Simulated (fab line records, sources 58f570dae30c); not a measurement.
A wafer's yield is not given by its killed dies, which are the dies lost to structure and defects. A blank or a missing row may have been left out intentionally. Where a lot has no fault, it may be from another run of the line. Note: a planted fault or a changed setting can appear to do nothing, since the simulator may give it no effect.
What tool caused it? / flow berkeley cmos170 / Sampling: 7 lots, 21 wafers, 2 of 331 route steps

== WHAT THE GAUGES SHOWED, per wafer ==
UCB170_PVT_TW_MEAS_09.
lot=L179; measured=day 6 17:49; on=film metro-02; PVT_TW=503 503 505
lot=L180; measured=day 6 18:22; on=film metro-04; PVT_TW=499 499 503
lot=L182; measured=day 7 11:58; on=film metro-03; PVT_TW=504 507 507
lot=L184; measured=day 8 08:18; on=film metro-04; PVT_TW=497 493 496
lot=L191; measured=day 9 17:10; on=film metro-02; PVT_TW=466 466 465
lot=L197; measured=day 11 06:51; on=film metro-02; PVT_TW=505 507 503
lot=L201; measured=day 11 18:42; on=film metro-04; PVT_TW=500 501 500

== WHAT TOOL EACH LOT RAN ON (gives the tool, then ch and the chambers of the sampled wafers, and finally the start) ==
lot=L179; UCB170_PVT_IMPLANT_07=implanter-03 ch 0, day 6 17:34
lot=L180; UCB170_PVT_IMPLANT_07=implanter-01 ch 0, day 6 18:08
lot=L182; UCB170_PVT_IMPLANT_07=implanter-03 ch 0, day 7 11:43
lot=L184; UCB170_PVT_IMPLANT_07=implanter-01 ch 0, day 8 08:04
lot=L191; UCB170_PVT_IMPLANT_07=implanter-03 ch 0, day 9 16:55
lot=L197; UCB170_PVT_IMPLANT_07=implanter-01 ch 0, day 11 06:37
lot=L201; UCB170_PVT_IMPLANT_07=implanter-01 ch 0, day 11 18:27
- UCB170_PVT_IMPLANT_07

== THE ANSWER, worked out from the rows above alone ==
Rule: the lots themselves supply what counts as usual. Put in order of their means at a reading, lots are off if they are a third of the lots or fewer, leave a main group of 4 or more, and stand apart from it by a gap of 3 or more times the standard deviation of the main group's means; of several such gaps the widest counts. Not used: any main group whose means are identical at the precision the tables above print for the reading. Also off: a lot with no number at a reading for which 4 or more lots have one. Where the step has rows for the other lots, those lots are counted as sound.
Off: at UCB170_PVT_TW_MEAS_09 (PVT_TW), L191. The main group has a mean of 502 with a standard deviation of 3.6.
A tool fits if, at a process step before that reading, it ran every lot that is off, and no sound lot after the first of them. Those tools and the gauges at UCB170_PVT_TW_MEAS_09 are tried in the same way. One fits: implanter-03 at UCB170_PVT_IMPLANT_07. Its last sound lot is L182 (day 7 11:43), its first lot that is off L191 (day 9 16:55): a fault that began between those two fits.

== WHAT WAS PUT IN BY THE SIMULATOR ==
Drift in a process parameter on implanter-03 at UCB170_PVT_IMPLANT_07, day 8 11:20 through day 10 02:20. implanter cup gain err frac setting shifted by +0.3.
Lots struck among those shown: L191. The rule above reached the same finding.
